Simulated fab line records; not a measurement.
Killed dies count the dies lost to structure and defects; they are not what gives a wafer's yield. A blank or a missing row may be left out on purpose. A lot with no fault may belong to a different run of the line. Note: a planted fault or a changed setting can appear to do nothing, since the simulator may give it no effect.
Comparing a struck lot with a sound one | flow rit_cmos | 44 steps out of a route of 202
Sound: wafers L345.1, L345.5, L345.6. Wafers L340.1, L340.2, L340.4 were the ones struck. The cause is named last.
Order at every step that has rows: each side's tool, ch and its chambers, its first start. Under that, the readings that differ: sound wafers | struck wafers | difference of the means | sigmas: that difference in standard deviations of wafers without a fault.
alike: same words and numbers on both sides, and readings whose means sit less than 2 such deviations apart. not compared: any withheld reading, any reading some wafer has no value for, any bound like >300 that may hide the same value, and any number with overlapping values for which the record gives no deviation.
The two part at a step that has a row with sigmas, a row that says differs or no value, or rows on one side only. Numbers that don't overlap but have no deviation are shown without sigmas and don't part them. Lack of a reading on every wafer of one side parts them only where that side has two or more wafers.

first, 2 steps without rows for these wafers: RIT_NLDD_HARDBAKE_07 (time 60 s); RIT_NLDD_IMPLANT_08.
RIT_NLDD_STRIP_09: strips in O2, time 180 s.
  sound on plasma_asher-01 ch 0,1, day 7 17:53; struck on plasma_asher-01 ch 0,1, day 6 06:55
  alike: chamber_pressure_mTorr, drypump_motor_current_A, o2_flow_sccm
  not compared: rf_hours_counter_h
RIT_NLDD_TW_MEAS_10:
  sound on film_metro-02 at day 7 18:04; struck on film_metro-01 at day 6 07:06
  alike: NLDD_TW
then, 6 steps without rows for these wafers: RIT_PLDD_HMDS_00 (prime time 60 s); RIT_PLDD_COAT_01 (resist thk 1000 nm); RIT_PLDD_SOFTBAKE_02 (time 60 s); RIT_PLDD_EXPOSE_03 (exposes mask M8, target cd 40900 nm); RIT_PLDD_PEB_04; RIT_PLDD_DEVELOP_05 (develop time 50 s).
RIT_PLDD_OVL_MEAS_06:
  sound on overlay-02 at day 7 19:00; struck on overlay-02 at day 6 08:01
  alike: PLDD_OVL
then, 1 step without rows for these wafers: RIT_PLDD_HARDBAKE_07 (time 60 s).
RIT_PLDD_IMPLANT_08:
  sound on implanter-03 ch 0, day 7 19:11; struck on implanter-02 ch 0, day 6 08:11
  reading                   | sound                | struck               | difference | sigmas
  beam_energy_keV           | 20.006 20.001 19.996 | 18.792 18.785 18.796 | -1.210     | -99 or more
  model.implant.rp_nm (nm)  | 16.86 16.86 16.86    | 16.26 16.26 16.26    | -0.60      |
  model.implant.drp_nm (nm) | 9.752 9.752 9.752    | 9.335 9.335 9.335    | -0.417     |
RIT_PLDD_STRIP_09: strips in O2, time 180 s.
  sound on plasma_asher-02 ch 0,1, day 7 19:20; struck on plasma_asher-04 ch 0,1, day 6 08:20
  alike: chamber_pressure_mTorr, drypump_motor_current_A, o2_flow_sccm
  not compared: rf_hours_counter_h
RIT_PLDD_TW_MEAS_10:
  sound on film_metro-03 at day 7 19:31; struck on film_metro-03 at day 6 08:31
  reading | sound          | struck         | difference | sigmas
  PLDD_TW | 2349 2363 2357 | 2312 2303 2311 | -48        | -2
then, 4 steps without rows for these wafers: RIT_SPACER_CLEAN_00 (cleans in SC1, time 600 s); RIT_SPACER_CLEAN_01 (cleans in dHF, time 30 s); RIT_SPACER_CLEAN_02 (cleans in SC2, time 600 s); RIT_SPACER_CVD_03 (deposits Si3N4 from SiH2Cl2/NH3, target thk 250 nm, time 3300 s).
RIT_SPACER_THK_MEAS_04:
  sound on film_metro-04 at day 7 21:53; struck on film_metro-01 at day 6 10:53
  reading                 | sound             | struck            | difference | sigmas
  SPACER_NITRIDE_THK (nm) | 254.1 258.0 255.5 | 249.8 249.8 249.5 | -6.2       | -2
RIT_SPACER_ETCHBACK_05: etches Si3N4 in SF6/CHF3, stops on SiO2, target depth 250 nm, time 240 s.
  sound on rie_diel-04 ch 0,1,3, day 7 21:57; struck on rie_diel-01 ch 0,1,2, day 6 10:56
  alike: chamber_pressure_mTorr, drypump_motor_current_A, oes_product_au, throttle_valve_pct
  not compared: rf_hours_counter_h
then, 6 steps without rows for these wafers: RIT_NSD_HMDS_00 (prime time 60 s); RIT_NSD_COAT_01 (resist thk 1000 nm); RIT_NSD_SOFTBAKE_02 (time 59.14 s); RIT_NSD_EXPOSE_03 (exposes mask M9, target cd 40700 nm); RIT_NSD_PEB_04; RIT_NSD_DEVELOP_05 (develop time 50 s).
RIT_NSD_OVL_MEAS_06:
  sound on overlay-01 at day 7 23:04; struck on overlay-01 at day 6 11:56
  alike: NSD_OVL
then, 2 steps without rows for these wafers: RIT_NSD_HARDBAKE_07 (time 60 s); RIT_NSD_IMPLANT_08.
RIT_NSD_STRIP_09: strips in O2, time 180 s.
  sound on plasma_asher-03 ch 0,1, day 7 23:25; struck on plasma_asher-03 ch 0,1, day 6 12:16
  alike: chamber_pressure_mTorr, drypump_motor_current_A, o2_flow_sccm
  not compared: rf_hours_counter_h
RIT_NSD_TW_MEAS_10:
  sound on film_metro-01 at day 7 23:35; struck on film_metro-03 at day 6 12:27
  alike: NSD_TW
then, 6 steps without rows for these wafers: RIT_PSD_HMDS_00 (prime time 60 s); RIT_PSD_COAT_01 (resist thk 1000 nm); RIT_PSD_SOFTBAKE_02 (time 60 s); RIT_PSD_EXPOSE_03 (exposes mask M10, target cd 40900 nm); RIT_PSD_PEB_04; RIT_PSD_DEVELOP_05 (develop time 50 s).
RIT_PSD_OVL_MEAS_06:
  sound on overlay-01 at day 8 00:38; struck on overlay-01 at day 6 13:29
  reading      | sound          | struck      | difference | sigmas
  PSD_OVL (nm) | -0.8 -1.1 -2.7 | 1.6 1.0 2.6 | +3.3       | +2
then, 2 steps without rows for these wafers: RIT_PSD_HARDBAKE_07 (time 60 s); RIT_PSD_IMPLANT_08.
RIT_PSD_STRIP_09: strips in O2, time 180 s.
  sound on plasma_asher-03 ch 0,1, day 8 00:59; struck on plasma_asher-03 ch 0,1, day 6 13:53
  alike: chamber_pressure_mTorr, drypump_motor_current_A, o2_flow_sccm
  not compared: rf_hours_counter_h
RIT_SDANNEAL_RS_MEAS_06: measurement is done with a four-point probe.
  sound on film_metro-01 at day 8 01:55; struck on film_metro-01 at day 6 14:49
  reading          | sound             | struck            | difference | sigmas
  PLDD_RS (ohm/sq) | 178.0 177.9 178.2 | 181.8 182.0 181.9 | +3.9       | +8
RIT_M1_PROBE_99:
  sound on prober-02 at day 8 09:16; struck on prober-01 at day 6 22:04
  reading                               | sound                | struck               | difference | sigmas
  model.etest.pmos_turned.r_on_ohm_um   | 3264 3203 3280       | 3483 3475 3541       | +251       |
  model.etest.pldd.rs_ohm_sq            | 520.1 511.3 521.9    | 565.9 572.9 585.3    | +56.9      |
  model.etest.pldd.line_ohm_um          | 163 161.8 167.3      | 180.6 176.5 183.7    | +16.2      |
  model.etest.pmos_turned.drive_ua_um   | 202.9 204.5 202.1    | 188 184.3 182.2      | -18        |
  model.etest.pmos_turned.overlap_ff_um | 0.3535 0.3566 0.3525 | 0.3407 0.3436 0.3362 | -0.0140    |
  model.etest.pmos_0p15.overlap_ff_um   | 0.2403 0.2428 0.2385 | 0.2298 0.2295 0.2216 | -0.0136    |
  alike: killed_at_M0_to_M3, killed_at_contacts, killed_at_front_end, killed_dies, killed_open, killed_short

== WHERE THEY PART ==
Earliest at RIT_PLDD_IMPLANT_08; latest, in this record, at RIT_SDANNEAL_RS_MEAS_06. Later steps at which nothing parts them and some readings are alike: RIT_M1_PROBE_99.

WHY: the cause the simulator had injected
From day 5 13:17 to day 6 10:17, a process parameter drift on implanter-02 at RIT_PLDD_IMPLANT_08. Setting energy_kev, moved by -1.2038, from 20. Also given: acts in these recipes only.
